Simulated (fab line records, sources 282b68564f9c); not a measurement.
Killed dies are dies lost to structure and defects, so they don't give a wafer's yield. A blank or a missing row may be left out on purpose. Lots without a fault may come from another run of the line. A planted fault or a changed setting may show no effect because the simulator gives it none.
A struck lot beside a sound one | flow rit_cmos | 27 steps out of a route of 202
Sound: wafers L924.1, L924.2, L924.6. Struck: wafers L928.1, L928.3, L928.6. The cause comes at the end.
At each step with rows: each side's tool, then ch and its chambers, then its first start. Under that, the readings that differ: sound wafers | struck wafers | difference of the means | sigmas: that difference in standard deviations of wafers without a fault.
alike: readings whose means differ by less than 2 such deviations, and words and numbers that are the same on both sides. not compared: withheld readings, readings that some wafer has no value for, bounds like >300 that may hide the same value, and numbers for which the record gives no deviation and whose values overlap.
The two part at a step that has a row with sigmas, a row that says differs or no value, or rows on one side only. Numbers that don't overlap but have no deviation are shown without sigmas and don't part them. A reading that every wafer of one side lacks parts them only if that side has two wafers or more.

RIT_ACTIVE_BOW_MEAS_00:
  sound on film_metro-02, day 1 10:00; struck on film_metro-01, day 2 06:00
  alike: INCOMING_BOW
then, 1 step without rows for these wafers: RIT_ACTIVE_OXIDATION_01 (target thk 46.8 nm, ox time 3360 s).
RIT_ACTIVE_THK_MEAS_02:
  sound on film_metro-02, day 1 12:03; struck on film_metro-04, day 2 08:03
  alike: ACTIVE_OXIDE_THK
RIT_ACTIVE_CVD_03: deposits Si3N4 from SiH2Cl2/NH3, target thk 150 nm, time 1500 s.
  sound on lpcvd-01 ch 0, day 1 12:07; struck on lpcvd-01 ch 0, day 2 08:07
  reading                                  | sound             | struck            | difference | sigmas
  model.Si3N4_of_ACTIVE_CVD_03.thk_nm (nm) | 152.2 150.8 151.5 | 99.32 98.58 99.48 | -52.37     |
  alike: pressure_mtorr, spike_tc_source_C
RIT_ACTIVE_THK_MEAS_04:
  sound on film_metro-02, day 1 13:32; struck on film_metro-04, day 2 09:32
  reading                 | sound             | struck         | difference | sigmas
  ACTIVE_NITRIDE_THK (nm) | 152.2 150.7 151.5 | 99.3 98.7 99.5 | -52.3      | -31
then, 6 steps without rows for these wafers: RIT_ACTIVE_HMDS_05 (prime time 60 s); RIT_ACTIVE_COAT_06 (resist thk 1000 nm); RIT_ACTIVE_SOFTBAKE_07 (time 60 s); RIT_ACTIVE_EXPOSE_08 (exposes mask M1, target cd 1400 nm); RIT_ACTIVE_PEB_09; RIT_ACTIVE_DEVELOP_10 (develop time 50 s).
RIT_ACTIVE_CD_MEAS_11: target cd 1400 nm.
  sound on cd_sem-01, day 1 14:34; struck on cd_sem-01, day 2 10:34
  alike: cd_nm
then, 1 step without rows for these wafers: RIT_ACTIVE_HARDBAKE_12 (time 60 s).
RIT_ACTIVE_ETCH_13: etches Si3N4 in SF6, stops on SiO2, time 210 s, target depth 210 nm.
  sound on rie_diel-01 ch 2,3, day 1 14:50; struck on rie_diel-01 ch 0,1,2, day 2 10:50
  reading                            | sound             | struck            | difference | sigmas
  oes_product_au (a.u.)              | 0.833 0.805 0.831 | 0.676 0.666 0.677 | -0.150     | -12
  model.etch.depth_nm (nm)           | 152.2 150.8 151.5 | 99.32 98.58 99.48 | -52.37     |
  model.ACTIVE.feature_depth_nm (nm) | 152.2 150.8 151.5 | 99.32 98.58 99.48 | -52.37     |
  alike: drypump_motor_current_A, rf_fwd_power_W, throttle_valve_pct
  not compared: rf_hours_counter_h
RIT_ACTIVE_STRIP_14: strips in O2, time 180 s.
  sound on plasma_asher-03 ch 0,1, day 1 14:58; struck on plasma_asher-02 ch 1, day 2 10:58
  reading                     | sound       | struck      | difference | sigmas
  drypump_motor_current_A (A) | 5.5 6.0 5.5 | 4.8 4.8 4.8 | -0.9       | -2
  not compared: rf_hours_counter_h
RIT_ACTIVE_CD_MEAS_90: target cd 1400 nm.
  sound on cd_sem-02, day 1 15:08; struck on cd_sem-02, day 2 11:08
  alike: cd_nm
then, 4 steps without rows for these wafers: RIT_ACTIVE_CLEAN_15 (cleans in SC1, time 600 s); RIT_ACTIVE_CLEAN_16 (cleans in dHF, time 30 s); RIT_ACTIVE_CLEAN_17 (cleans in SC2, time 600 s); RIT_FOX1_OXIDATION_00 (target thk 350.7 nm, ox time 1130 s).
RIT_FOX1_THK_MEAS_01:
  sound on film_metro-04, day 1 17:13; struck on film_metro-04, day 2 14:22
  alike: FOX1_OXIDE_THK
then, 2 steps without rows for these wafers: RIT_FOX1_WET_ETCH_02 (etches SiO2 in BOE, target depth 350 nm, time 390 s); RIT_FOX2_OXIDATION_00 (target thk 350.7 nm, ox time 1130 s).
RIT_FOX2_THK_MEAS_01:
  sound on film_metro-02, day 1 18:42; struck on film_metro-03, day 2 15:56
  alike: FOX2_OXIDE_THK
RIT_FOX2_CLEAN_02: cleans in dHF, time 180 s.
  sound on wet_bench-01 ch 3, day 1 18:46; struck on wet_bench-01 ch 2, day 2 15:59
  reading                                  | sound           | struck            | difference | sigmas
  model.Si3N4_of_ACTIVE_CVD_03.thk_nm (nm) | 133 131.6 132.3 | 80.14 79.42 80.29 | -52.35     |
then, 1 step without rows for these wafers: RIT_FOX2_WET_ETCH_03 (etches Si3N4 in H3PO4, target depth 195 nm, time 2782 s).
RIT_M1_PROBE_99:
  sound on prober-02, day 3 09:58; struck on prober-02, day 4 06:27
  reading                             | sound             | struck            | difference | sigmas
  model.etest.pldd.width_nm (nm)      | 3200 3198 3160    | 3107 3077 3097    | -92        |
  model.etest.nldd.width_nm (nm)      | 3195 3190 3182    | 3090 3086 3078    | -104       |
  model.etest.pplus_sal.width_nm (nm) | 3448 3472 3445    | 3407 3397 3402    | -53        |
  model.etest.nplus_sal.width_nm (nm) | 3460 3456 3437    | 3397 3387 3394    | -58        |
  model.etest.nmos_narrow.drive_ua_um | 252.5 251.7 244.6 | 229.7 226.4 218.2 | -24.8      |
  model.etest.pmos_narrow.drive_ua_um | 114.7 115 111.1   | 101.6 103.1 98.68 | -12.5      |
  alike: killed_at_contacts, killed_at_front_end, killed_dies, killed_open, killed_short

WHERE THEY PART
First at RIT_ACTIVE_THK_MEAS_04; last, within this record, at RIT_ACTIVE_STRIP_14. Later steps at which nothing parts them and some readings are alike: RIT_ACTIVE_CD_MEAS_90, RIT_FOX1_THK_MEAS_01, RIT_FOX2_THK_MEAS_01, RIT_M1_PROBE_99.

WHY: what the simulator had put in
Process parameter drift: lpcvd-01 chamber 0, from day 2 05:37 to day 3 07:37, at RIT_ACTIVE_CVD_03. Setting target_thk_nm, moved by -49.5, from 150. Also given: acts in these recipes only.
